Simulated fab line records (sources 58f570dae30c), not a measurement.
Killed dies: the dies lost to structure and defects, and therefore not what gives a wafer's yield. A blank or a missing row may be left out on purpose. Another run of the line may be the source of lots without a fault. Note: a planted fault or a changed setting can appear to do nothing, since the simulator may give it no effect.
fab line records / flow berkeleyCmos170
record lots=15 wafers=45 lastDay=11
route steps=331 shown PWELL@49
lots with no fault: from the same line, run without faults
startH: start of the lot's first displayed wafer, in hours after the record's first day / waitH: hours from the lot's prior step to this one / " identical to the entry in the row above / L1.1+2: a single row standing in for several wafers / - either no value or no given start / * or withheld: withheld / < > ~ a bound
route shown NAME@n: NAME is a module with steps in the file, n the number in the route of the first one / usual: mean/standard deviation of fault-free wafers / same: alike in all rows / chamber/n: place in a boat / sites: each site's reading / _std_site: how widely they spread, as a standard deviation / _edge_site: mean of outer sites minus mean of inner sites / radiusMm: how far each site lies from the wafer's centre / mask NAME#n: copy n / behind: the tool/chamber that last shaped the wafer / hold: why the lot went on hold/how many hours it stayed there/how the hold came to an end / device: whichever transistor did not switch (one of n, p or np) / end of line: the route-end tests of the same wafers / a step without rows: its recipe alone / killed: count of dies lost to structure and defects at first sort (not the wafer's yield) / map: per-die view of a wafer (x killed, . not killed, _ where there is no die)
set.NAME: the setting the step ran with; set.NAME@STEP: the setting that earlier step ran with / model.NAME: the simulator's own value behind a step, which no gauge read
a sample of lots followed through the steps of the route, with each step as a table and each wafer as a row
services: from which hour (startH, from the record's first day; less than 0 if before it) a tool's chamber was out of use, for how many hours, and why
## steps
# step UCB170_PWELL_IMPLANT_15
# recipe species=B doseCm2=5e+12 energyKev=60 tiltDeg=7
# usual doseIonsCm2=5.001e+12/5.4e+09 faradayCurrentUA=15.9/0.31
# same implantIonAmu=11
lot.wafer=L292.2 tool=implanter-01 chamber=0 startH=46.32 waitH=0.1 doseIonsCm2=4.997e+12 faradayCurrentUA=15.9
lot.wafer=L292.3 tool=implanter-01 chamber=0 startH=46.32 waitH=0.1 doseIonsCm2=5.001e+12 faradayCurrentUA=15.8
lot.wafer=L292.6 tool=implanter-01 chamber=0 startH=46.32 waitH=0.1 doseIonsCm2=5.001e+12 faradayCurrentUA=16.5
lot.wafer=L293.2 tool=implanter-01 chamber=0 startH=53.55 waitH=0.1 doseIonsCm2=4.991e+12 faradayCurrentUA=16.0
lot.wafer=L293.3 tool=implanter-01 chamber=0 startH=53.55 waitH=0.1 doseIonsCm2=5.005e+12 faradayCurrentUA=15.8
lot.wafer=L293.6 tool=implanter-01 chamber=0 startH=53.55 waitH=0.1 doseIonsCm2=5.002e+12 faradayCurrentUA=15.8
lot.wafer=L294.3 tool=implanter-04 chamber=0 startH=57.47 waitH=0.1 doseIonsCm2=5.001e+12 faradayCurrentUA=15.9
lot.wafer=L294.5 tool=implanter-04 chamber=0 startH=57.47 waitH=0.1 doseIonsCm2=5.006e+12 faradayCurrentUA=15.9
lot.wafer=L294.6 tool=implanter-04 chamber=0 startH=57.47 waitH=0.1 doseIonsCm2=4.994e+12 faradayCurrentUA=15.4
lot.wafer=L297.2 tool=implanter-01 chamber=0 startH=72.35 waitH=0.1 doseIonsCm2=4.997e+12 faradayCurrentUA=16.1
lot.wafer=L297.3 tool=implanter-01 chamber=0 startH=72.35 waitH=0.1 doseIonsCm2=4.995e+12 faradayCurrentUA=16.0
lot.wafer=L297.6 tool=implanter-01 chamber=0 startH=72.35 waitH=0.1 doseIonsCm2=5.001e+12 faradayCurrentUA=15.7
lot.wafer=L298.2 tool=implanter-04 chamber=0 startH=85.51 waitH=0.1 doseIonsCm2=5.005e+12 faradayCurrentUA=16.0
lot.wafer=L298.4 tool=implanter-04 chamber=0 startH=85.51 waitH=0.1 doseIonsCm2=4.995e+12 faradayCurrentUA=15.6
lot.wafer=L298.5 tool=implanter-04 chamber=0 startH=85.51 waitH=0.1 doseIonsCm2=4.996e+12 faradayCurrentUA=16.1
lot.wafer=L299.1 tool=implanter-04 chamber=0 startH=86.21 waitH=0.1 doseIonsCm2=5.005e+12 faradayCurrentUA=15.4
lot.wafer=L299.2 tool=implanter-04 chamber=0 startH=86.21 waitH=0.1 doseIonsCm2=4.997e+12 faradayCurrentUA=15.7
lot.wafer=L299.6 tool=implanter-04 chamber=0 startH=86.21 waitH=0.1 doseIonsCm2=5.002e+12 faradayCurrentUA=15.7
lot.wafer=L301.2 tool=implanter-04 chamber=0 startH=94.03 waitH=0.1 doseIonsCm2=4.999e+12 faradayCurrentUA=15.1
lot.wafer=L301.4 tool=implanter-04 chamber=0 startH=94.03 waitH=0.1 doseIonsCm2=5.004e+12 faradayCurrentUA=16.3
lot.wafer=L301.5 tool=implanter-04 chamber=0 startH=94.03 waitH=0.1 doseIonsCm2=5.006e+12 faradayCurrentUA=15.6
lot.wafer=L302.2 tool=implanter-04 chamber=0 startH=101.65 waitH=0.1 doseIonsCm2=4.995e+12 faradayCurrentUA=15.8
lot.wafer=L302.4 tool=implanter-04 chamber=0 startH=101.65 waitH=0.1 doseIonsCm2=5.001e+12 faradayCurrentUA=16.1
lot.wafer=L302.6 tool=implanter-04 chamber=0 startH=101.65 waitH=0.1 doseIonsCm2=5.002e+12 faradayCurrentUA=15.4
lot.wafer=L305.1 tool=implanter-02 chamber=0 startH=116.93 waitH=0.1 doseIonsCm2=5e+12 faradayCurrentUA=16.0
lot.wafer=L305.5 tool=implanter-02 chamber=0 startH=116.93 waitH=0.1 doseIonsCm2=4.995e+12 faradayCurrentUA=15.5
lot.wafer=L305.6 tool=implanter-02 chamber=0 startH=116.93 waitH=0.1 doseIonsCm2=5.001e+12 faradayCurrentUA=15.8
lot.wafer=L306.2 tool=implanter-04 chamber=0 startH=117.04 waitH=0.1 doseIonsCm2=5.006e+12 faradayCurrentUA=15.9
lot.wafer=L306.3 tool=implanter-04 chamber=0 startH=117.04 waitH=0.1 doseIonsCm2=5.002e+12 faradayCurrentUA=15.9
lot.wafer=L306.5 tool=implanter-04 chamber=0 startH=117.04 waitH=0.1 doseIonsCm2=5.002e+12 faradayCurrentUA=16.3
lot.wafer=L311.1 tool=implanter-04 chamber=0 startH=139.55 waitH=0.1 doseIonsCm2=5.006e+12 faradayCurrentUA=16.2
lot.wafer=L311.3 tool=implanter-04 chamber=0 startH=139.55 waitH=0.1 doseIonsCm2=5.002e+12 faradayCurrentUA=16.0
lot.wafer=L311.6 tool=implanter-04 chamber=0 startH=139.55 waitH=0.1 doseIonsCm2=5.006e+12 faradayCurrentUA=15.7
lot.wafer=L310.1 tool=implanter-02 chamber=0 startH=139.67 waitH=0.1 doseIonsCm2=5.003e+12 faradayCurrentUA=15.7
lot.wafer=L310.3 tool=implanter-02 chamber=0 startH=139.67 waitH=0.1 doseIonsCm2=5.009e+12 faradayCurrentUA=15.7
lot.wafer=L310.6 tool=implanter-02 chamber=0 startH=139.67 waitH=0.1 doseIonsCm2=5.008e+12 faradayCurrentUA=15.2
lot.wafer=L313.1 tool=implanter-04 chamber=0 startH=152.87 waitH=0.1 doseIonsCm2=4.393e+12 faradayCurrentUA=14.2
lot.wafer=L313.3 tool=implanter-04 chamber=0 startH=152.87 waitH=0.1 doseIonsCm2=4.404e+12 faradayCurrentUA=14.0
lot.wafer=L313.5 tool=implanter-04 chamber=0 startH=152.87 waitH=0.1 doseIonsCm2=4.395e+12 faradayCurrentUA=14.1
lot.wafer=L314.2 tool=implanter-04 chamber=0 startH=153.22 waitH=0.2 doseIonsCm2=4.4e+12 faradayCurrentUA=14.2
lot.wafer=L314.4 tool=implanter-04 chamber=0 startH=153.22 waitH=0.2 doseIonsCm2=4.396e+12 faradayCurrentUA=14.5
lot.wafer=L314.5 tool=implanter-04 chamber=0 startH=153.22 waitH=0.2 doseIonsCm2=4.398e+12 faradayCurrentUA=13.7
lot.wafer=L315.1 tool=implanter-04 chamber=0 startH=161.15 waitH=0.1 doseIonsCm2=4.403e+12 faradayCurrentUA=13.9
lot.wafer=L315.3 tool=implanter-04 chamber=0 startH=161.15 waitH=0.1 doseIonsCm2=4.4e+12 faradayCurrentUA=14.5
lot.wafer=L315.5 tool=implanter-04 chamber=0 startH=161.15 waitH=0.1 doseIonsCm2=4.396e+12 faradayCurrentUA=13.9
# step UCB170_PWELL_TW_MEAS_17
# usual PWELL_TW=374.7/2.5
lot.wafer=L292.2 tool=filmMetro-02 chamber=- startH=46.56 waitH=0.1 PWELL_TW=374.5
lot.wafer=L292.3 tool=filmMetro-02 chamber=- startH=46.56 waitH=0.1 PWELL_TW=372.5
lot.wafer=L292.6 tool=filmMetro-02 chamber=- startH=46.56 waitH=0.1 PWELL_TW=372.6
lot.wafer=L293.2 tool=filmMetro-01 chamber=- startH=53.78 waitH=0.1 PWELL_TW=370.5
lot.wafer=L293.3 tool=filmMetro-01 chamber=- startH=53.78 waitH=0.1 PWELL_TW=371.9
lot.wafer=L293.6 tool=filmMetro-01 chamber=- startH=53.78 waitH=0.1 PWELL_TW=372.0
lot.wafer=L294.3 tool=filmMetro-03 chamber=- startH=57.69 waitH=0.1 PWELL_TW=379.8
lot.wafer=L294.5 tool=filmMetro-03 chamber=- startH=57.69 waitH=0.1 PWELL_TW=377.8
lot.wafer=L294.6 tool=filmMetro-03 chamber=- startH=57.69 waitH=0.1 PWELL_TW=377.4
lot.wafer=L297.2 tool=filmMetro-02 chamber=- startH=72.58 waitH=0.1 PWELL_TW=373.1
lot.wafer=L297.3 tool=filmMetro-02 chamber=- startH=72.58 waitH=0.1 PWELL_TW=375.3
lot.wafer=L297.6 tool=filmMetro-02 chamber=- startH=72.58 waitH=0.1 PWELL_TW=373.8
lot.wafer=L298.2 tool=filmMetro-01 chamber=- startH=85.75 waitH=0.1 PWELL_TW=370.7
lot.wafer=L298.4 tool=filmMetro-01 chamber=- startH=85.75 waitH=0.1 PWELL_TW=371.6
lot.wafer=L298.5 tool=filmMetro-01 chamber=- startH=85.75 waitH=0.1 PWELL_TW=370.6
lot.wafer=L299.1 tool=filmMetro-03 chamber=- startH=86.46 waitH=0.1 PWELL_TW=378.9
lot.wafer=L299.2 tool=filmMetro-03 chamber=- startH=86.46 waitH=0.1 PWELL_TW=380.1
lot.wafer=L299.6 tool=filmMetro-03 chamber=- startH=86.46 waitH=0.1 PWELL_TW=379.6
lot.wafer=L301.2 tool=filmMetro-02 chamber=- startH=94.28 waitH=0.1 PWELL_TW=371.1
lot.wafer=L301.4 tool=filmMetro-02 chamber=- startH=94.28 waitH=0.1 PWELL_TW=372.6
lot.wafer=L301.5 tool=filmMetro-02 chamber=- startH=94.28 waitH=0.1 PWELL_TW=370.9
lot.wafer=L302.2 tool=filmMetro-03 chamber=- startH=101.88 waitH=0.1 PWELL_TW=378.1
lot.wafer=L302.4 tool=filmMetro-03 chamber=- startH=101.88 waitH=0.1 PWELL_TW=377.5
lot.wafer=L302.6 tool=filmMetro-03 chamber=- startH=101.88 waitH=0.1 PWELL_TW=376.4
lot.wafer=L305.1 tool=filmMetro-01 chamber=- startH=117.18 waitH=0.1 PWELL_TW=369.7
lot.wafer=L305.5 tool=filmMetro-01 chamber=- startH=117.18 waitH=0.1 PWELL_TW=373.0
lot.wafer=L305.6 tool=filmMetro-01 chamber=- startH=117.18 waitH=0.1 PWELL_TW=374.6
lot.wafer=L306.2 tool=filmMetro-02 chamber=- startH=117.41 waitH=0.2 PWELL_TW=375.3
lot.wafer=L306.3 tool=filmMetro-02 chamber=- startH=117.41 waitH=0.2 PWELL_TW=375.8
lot.wafer=L306.5 tool=filmMetro-02 chamber=- startH=117.41 waitH=0.2 PWELL_TW=373.9
lot.wafer=L311.1 tool=filmMetro-02 chamber=- startH=139.80 waitH=0.1 PWELL_TW=373.5
lot.wafer=L311.3 tool=filmMetro-02 chamber=- startH=139.80 waitH=0.1 PWELL_TW=375.4
lot.wafer=L311.6 tool=filmMetro-02 chamber=- startH=139.80 waitH=0.1 PWELL_TW=375.2
lot.wafer=L310.1 tool=filmMetro-01 chamber=- startH=139.92 waitH=0.1 PWELL_TW=373.7
lot.wafer=L310.3 tool=filmMetro-01 chamber=- startH=139.92 waitH=0.1 PWELL_TW=374.6
lot.wafer=L310.6 tool=filmMetro-01 chamber=- startH=139.92 waitH=0.1 PWELL_TW=373.6
lot.wafer=L313.1 tool=filmMetro-01 chamber=- startH=153.27 waitH=0.1 PWELL_TW=356.8
lot.wafer=L313.3 tool=filmMetro-01 chamber=- startH=153.27 waitH=0.1 PWELL_TW=358.1
lot.wafer=L313.5 tool=filmMetro-01 chamber=- startH=153.27 waitH=0.1 PWELL_TW=358.3
lot.wafer=L314.2 tool=filmMetro-01 chamber=- startH=153.58 waitH=0.1 PWELL_TW=358.8
lot.wafer=L314.4 tool=filmMetro-01 chamber=- startH=153.58 waitH=0.1 PWELL_TW=360.3
lot.wafer=L314.5 tool=filmMetro-01 chamber=- startH=153.58 waitH=0.1 PWELL_TW=358.9
lot.wafer=L315.1 tool=filmMetro-02 chamber=- startH=161.40 waitH=0.1 PWELL_TW=361.6
lot.wafer=L315.3 tool=filmMetro-02 chamber=- startH=161.40 waitH=0.1 PWELL_TW=359.1
lot.wafer=L315.5 tool=filmMetro-02 chamber=- startH=161.40 waitH=0.1 PWELL_TW=362.6
## services
tool=implanter-04 chamber=- startH=24.07 hours=2.0 kind=repair
tool=implanter-02 chamber=- startH=46.07 hours=70.0 kind=pm
tool=implanter-01 chamber=- startH=89.18 hours=178.0 kind=pm
## key
firstSign step=UCB170_PWELL_IMPLANT_15 reading=doseIonsCm2 direction=down sigmas=99+ usual=5.001e+12 struck=4.398e+12
effect step=UCB170_PWELL_IMPLANT_15 reading=faradayCurrentUA direction=down sigmas=5.7 usual=15.9 struck=14.1
effect step=UCB170_PWELL_TW_MEAS_17 reading=PWELL_TW direction=down sigmas=6.1 usual=374.7 struck=359.4
metAt UCB170_PWELL_IMPLANT_15
struckLots L313,L314,L315
testerLeftOut L313,L314,L315
fault kind=processParameterDrift tool=implanter-04 chamber=- onsetH=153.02 steps=UCB170_PWELL_IMPLANT_15 channel=doseCm2 offset=-6e+11 shape=step endH=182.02 actsIn=theseRecipesOnly stated=5e+12
# testerLeftOut: of these lots the tester's yield and bins aren't shown, on N5 and GAA mostly nor the transistor test; their killed dies are dies lost to structure and defects alone, not to doping, threshold or leakage, so they don't give the yield
